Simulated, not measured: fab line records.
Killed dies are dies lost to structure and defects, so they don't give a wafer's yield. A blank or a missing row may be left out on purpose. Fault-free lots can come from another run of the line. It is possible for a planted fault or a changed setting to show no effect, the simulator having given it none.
Which tool did it? + flow berkeleyCmos170 + 39 wafers from 13 lots sampled at 6 of the route's 331 steps

## WHAT THE GAUGES SHOWED, per wafer
UCB170_V1_BOW_MEAS_03.
| lot  | measured     | on           | V1_BOW (um) |
|------|--------------|--------------|-------------|
| L324 | day 6 22:59  | filmMetro-03 | 21 17 9     |
| L326 | day 7 08:43  | filmMetro-03 | 8 21 26     |
| L327 | day 8 02:22  | filmMetro-01 | 22 28 19    |
| L332 | day 8 06:20  | filmMetro-01 | 17 17 20    |
| L329 | day 8 06:20  | filmMetro-02 | 18 9 9      |
| L330 | day 8 17:44  | filmMetro-01 | 24 22 19    |
| L334 | day 8 17:59  | filmMetro-01 | 13 14 16    |
| L333 | day 8 17:41  | filmMetro-03 | 25 17 26    |
| L335 | day 9 09:20  | filmMetro-01 | 17 27 10    |
| L337 | day 9 15:02  | filmMetro-03 | 23 32 30    |
| L336 | day 9 14:56  | filmMetro-01 | 18 17 12    |
| L339 | day 11 00:02 | filmMetro-02 | 26 21 20    |
| L346 | day 12 02:20 | filmMetro-02 | 5 22 26     |

UCB170_V1_THK_MEAS_04.
| lot  | measured     | on           | V1_POLISHED_THK (nm) |
|------|--------------|--------------|----------------------|
| L324 | day 6 23:05  | filmMetro-03 | 1000.9 997.9 1000.1  |
| L326 | day 7 08:49  | filmMetro-03 | 1001.1 996.7 998.9   |
| L327 | day 8 02:28  | filmMetro-01 | 1001.1 1000.4 999.9  |
| L332 | day 8 06:27  | filmMetro-01 | 999.3 999.4 999.5    |
| L329 | day 8 06:27  | filmMetro-02 | 1000.9 996.4 998.9   |
| L330 | day 8 17:50  | filmMetro-01 | 998.5 999.4 998.9    |
| L334 | day 8 18:07  | filmMetro-01 | 1000.9 998.0 999.2   |
| L333 | day 8 17:49  | filmMetro-03 | 999.7 1001.1 1001.3  |
| L335 | day 9 09:27  | filmMetro-01 | 1001.6 999.4 998.7   |
| L337 | day 9 15:08  | filmMetro-03 | 1000.5 1000.2 998.6  |
| L336 | day 9 15:03  | filmMetro-01 | 1001.9 1001.7 1001.0 |
| L339 | day 11 00:09 | filmMetro-02 | 1001.1 998.9 998.8   |
| L346 | day 12 02:27 | filmMetro-02 | 999.3 999.3 999.5    |

UCB170_M2_CD_MEAS_90: target cd 700 nm.
| lot  | measured     | on       | cdNm (nm)         |
|------|--------------|----------|-------------------|
| L324 | day 7 04:30  | cdSem-01 | 703.9 704.7 706.5 |
| L326 | day 7 15:53  | cdSem-02 | 701.8 704.9 706.1 |
| L327 | day 8 07:11  | cdSem-01 | 700.1 705.3 698.3 |
| L332 | day 8 11:42  | cdSem-02 | 705.4 700.7 703.5 |
| L329 | day 8 11:44  | cdSem-01 | 701.8 701.5 702.3 |
| L330 | day 8 21:52  | cdSem-01 | 703.2 700.6 703.3 |
| L334 | day 8 22:24  | cdSem-02 | 699.2 700.2 701.6 |
| L333 | day 8 22:07  | cdSem-01 | 705.6 698.3 703.1 |
| L335 | day 9 13:58  | cdSem-02 | 703.8 703.5 704.7 |
| L337 | day 9 23:42  | cdSem-02 | 696.9 700.4 695.7 |
| L336 | day 9 23:20  | cdSem-01 | 705.5 702.8 703.7 |
| L339 | day 11 09:16 | cdSem-02 | 695.4 704.0 693.0 |
| L346 | day 12 06:48 | cdSem-01 | 701.0 705.2 700.7 |

## TOOL THAT RAN EACH LOT (tool first, then ch and the chambers of the sampled wafers, then the start)
| lot  | UCB170_M1_STRIP_13                  | UCB170_M2_METAL_ETCH_18          | UCB170_M2_STRIP_19                  |
|------|-------------------------------------|----------------------------------|-------------------------------------|
| L324 | plasmaAsher-03 ch 0,1, day 6 19:36  | rieMetal-02 ch 0, day 7 04:07    | plasmaAsher-03 ch 0,1, day 7 04:19  |
| L326 | plasmaAsher-01 ch 0,1, day 7 04:32  | rieMetal-02 ch 0,1, day 7 15:36  | plasmaAsher-04 ch 0,1, day 7 15:46  |
| L327 | plasmaAsher-03 ch 0,1, day 7 21:00  | rieMetal-03 ch 0,1, day 8 06:52  | plasmaAsher-04 ch 0,1, day 8 07:01  |
| L332 | plasmaAsher-04 ch 0,1, day 8 02:02  | rieMetal-04 ch 0,1, day 8 11:25  | plasmaAsher-02 ch 0,1, day 8 11:36  |
| L329 | plasmaAsher-01 ch 0,1, day 8 02:56  | rieMetal-02 ch 0,1, day 8 11:26  | plasmaAsher-03 ch 0,1, day 8 11:38  |
| L330 | plasmaAsher-04 ch 0,1, day 8 11:53  | rieMetal-04 ch 0,1, day 8 21:36  | plasmaAsher-03 ch 0,1, day 8 21:46  |
| L334 | plasmaAsher-04 ch 0,1, day 8 12:16  | rieMetal-02 ch 0,1, day 8 22:07  | plasmaAsher-02 ch 0,1, day 8 22:18  |
| L333 | plasmaAsher-01 ch 0,1, day 8 12:23  | rieMetal-03 ch 0,1, day 8 21:50  | plasmaAsher-03 ch 0,1, day 8 22:01  |
| L335 | plasmaAsher-01 ch 0,1, day 9 01:16  | rieMetal-02 ch 0, day 9 13:29    | plasmaAsher-03 ch 0,1, day 9 13:52  |
| L337 | plasmaAsher-04 ch 0,1, day 9 08:44  | rieMetal-03 ch 0,1, day 9 23:22  | plasmaAsher-02 ch 0,1, day 9 23:31  |
| L336 | plasmaAsher-01 ch 0,1, day 9 09:02  | rieMetal-04 ch 0,1, day 9 23:02  | plasmaAsher-04 ch 0,1, day 9 23:13  |
| L339 | plasmaAsher-03 ch 0,1, day 10 19:11 | rieMetal-02 ch 0,1, day 11 08:56 | plasmaAsher-03 ch 0,1, day 11 09:07 |
| L346 | plasmaAsher-01 ch 0,1, day 11 21:52 | rieMetal-04 ch 0,1, day 12 06:31 | plasmaAsher-03 ch 0,1, day 12 06:42 |
- UCB170_M1_STRIP_13: strips in O2.
- UCB170_M2_METAL_ETCH_18: etches Al in Cl2/BCl3, stops on SiO2, target depth 1170 nm, time 195 s.
- UCB170_M2_STRIP_19: strips in O2.

## WHAT THE TOOLS THEMSELVES READ (means of the sampled wafers that have a number; where no wafer has one, the mark that the record gives instead)
UCB170_M1_STRIP_13.
| lot  | tool           | chamberPressureMTorr (mTorr) | drypumpMotorCurrentA (A) | oesProductAu (a.u.) |
|------|----------------|------------------------------|--------------------------|---------------------|
| L324 | plasmaAsher-03 | 3500                         | 6.0                      | 0.724               |
| L326 | plasmaAsher-01 | 3500                         | 6.2                      | 0.718               |
| L327 | plasmaAsher-03 | 3501                         | 5.8                      | 0.724               |
| L332 | plasmaAsher-04 | 3498                         | 5.5                      | 0.723               |
| L329 | plasmaAsher-01 | 3504                         | 6.3                      | 0.718               |
| L330 | plasmaAsher-04 | 3498                         | 5.2                      | 0.725               |
| L334 | plasmaAsher-04 | 3501                         | 5.5                      | 0.718               |
| L333 | plasmaAsher-01 | 3503                         | 6.0                      | 0.721               |
| L335 | plasmaAsher-01 | 3500                         | 6.0                      | 0.721               |
| L337 | plasmaAsher-04 | 3502                         | 5.2                      | 0.722               |
| L336 | plasmaAsher-01 | 3499                         | 5.9                      | 0.725               |
| L339 | plasmaAsher-03 | 3501                         | 5.9                      | 0.717               |
| L346 | plasmaAsher-01 | 3498                         | 5.9                      | 0.717               |

UCB170_M2_METAL_ETCH_18.
| lot  | tool        | chamberPressureMTorr (mTorr) | drypumpMotorCurrentA (A) | oesProductAu (a.u.) | throttleValvePct (%) |
|------|-------------|------------------------------|--------------------------|---------------------|----------------------|
| L324 | rieMetal-02 | 12.002                       | 5.45                     | 0.858               | 24.21                |
| L326 | rieMetal-02 | 12.005                       | 5.53                     | 0.860               | 24.17                |
| L327 | rieMetal-03 | 11.995                       | 5.66                     | 0.856               | 24.13                |
| L332 | rieMetal-04 | 12.007                       | 6.08                     | 0.848               | 24.41                |
| L329 | rieMetal-02 | 12.011                       | 5.52                     | 0.850               | 24.18                |
| L330 | rieMetal-04 | 12.002                       | 6.09                     | 0.853               | 24.40                |
| L334 | rieMetal-02 | 11.997                       | 5.52                     | 0.860               | 24.17                |
| L333 | rieMetal-03 | 12.003                       | 5.49                     | 0.852               | 24.12                |
| L335 | rieMetal-02 | 12.000                       | 5.45                     | 0.861               | 24.20                |
| L337 | rieMetal-03 | 12.003                       | 5.61                     | 0.872               | 24.12                |
| L336 | rieMetal-04 | 12.002                       | 6.08                     | 0.852               | 24.40                |
| L339 | rieMetal-02 | 11.998                       | 5.52                     | 0.805               | 24.21                |
| L346 | rieMetal-04 | 12.009                       | 6.07                     | 0.849               | 24.41                |

UCB170_M2_STRIP_19.
| lot  | tool           | chamberPressureMTorr (mTorr) | drypumpMotorCurrentA (A) | oesProductAu (a.u.) |
|------|----------------|------------------------------|--------------------------|---------------------|
| L324 | plasmaAsher-03 | 3500.0                       | 6.0                      | 0.549               |
| L326 | plasmaAsher-04 | 3502.5                       | 5.5                      | 0.535               |
| L327 | plasmaAsher-04 | 3500.2                       | 5.5                      | 0.549               |
| L332 | plasmaAsher-02 | 3499.3                       | 5.8                      | 0.550               |
| L329 | plasmaAsher-03 | 3502.0                       | 5.9                      | 0.543               |
| L330 | plasmaAsher-03 | 3500.1                       | 6.0                      | 0.553               |
| L334 | plasmaAsher-02 | 3500.8                       | 5.8                      | 0.525               |
| L333 | plasmaAsher-03 | 3501.6                       | 5.8                      | 0.553               |
| L335 | plasmaAsher-03 | 3495.9                       | 5.8                      | 0.535               |
| L337 | plasmaAsher-02 | 3498.4                       | 5.6                      | 0.540               |
| L336 | plasmaAsher-04 | 3500.4                       | 5.2                      | 0.564               |
| L339 | plasmaAsher-03 | 3498.0                       | 5.9                      | 0.463               |
| L346 | plasmaAsher-03 | 3498.2                       | 5.8                      | 0.553               |

## THE ANSWER, worked out from the rows above alone
Rule: usual is defined by the lots themselves. Put in order of their means at a reading, lots are off if they are a third of the lots or fewer, leave a main group of 4 or more, and stand apart from it by a gap of 3 or more times the standard deviation of the main group's means; of several such gaps the widest counts. A main group whose means are all the same, to the digits that the tables above print for the reading, isn't used. Also off: a lot with no number at a reading for which 4 or more lots have one. Where the step has rows for the other lots, those lots are counted as sound. After the gauges, taken in route order, come the tools' own readings; for these a lot's mean is taken, as printed above. The first step at which some lot is off is used, and at that step the reading that is off furthest; a lot without a number counts as furthest.
Off: L339, at UCB170_M2_METAL_ETCH_18 (oesProductAu). Main group: mean 0.856 a.u., sd 0.0065.
If a tool, at that step or one of the process steps before it, ran each lot that is off and ran no sound lot following the first of them, it fits. Can't be told from this: 2 tools fit, plasmaAsher-03 at UCB170_M1_STRIP_13, rieMetal-02 at UCB170_M2_METAL_ETCH_18.

## WHAT THE SIMULATOR PUT IN
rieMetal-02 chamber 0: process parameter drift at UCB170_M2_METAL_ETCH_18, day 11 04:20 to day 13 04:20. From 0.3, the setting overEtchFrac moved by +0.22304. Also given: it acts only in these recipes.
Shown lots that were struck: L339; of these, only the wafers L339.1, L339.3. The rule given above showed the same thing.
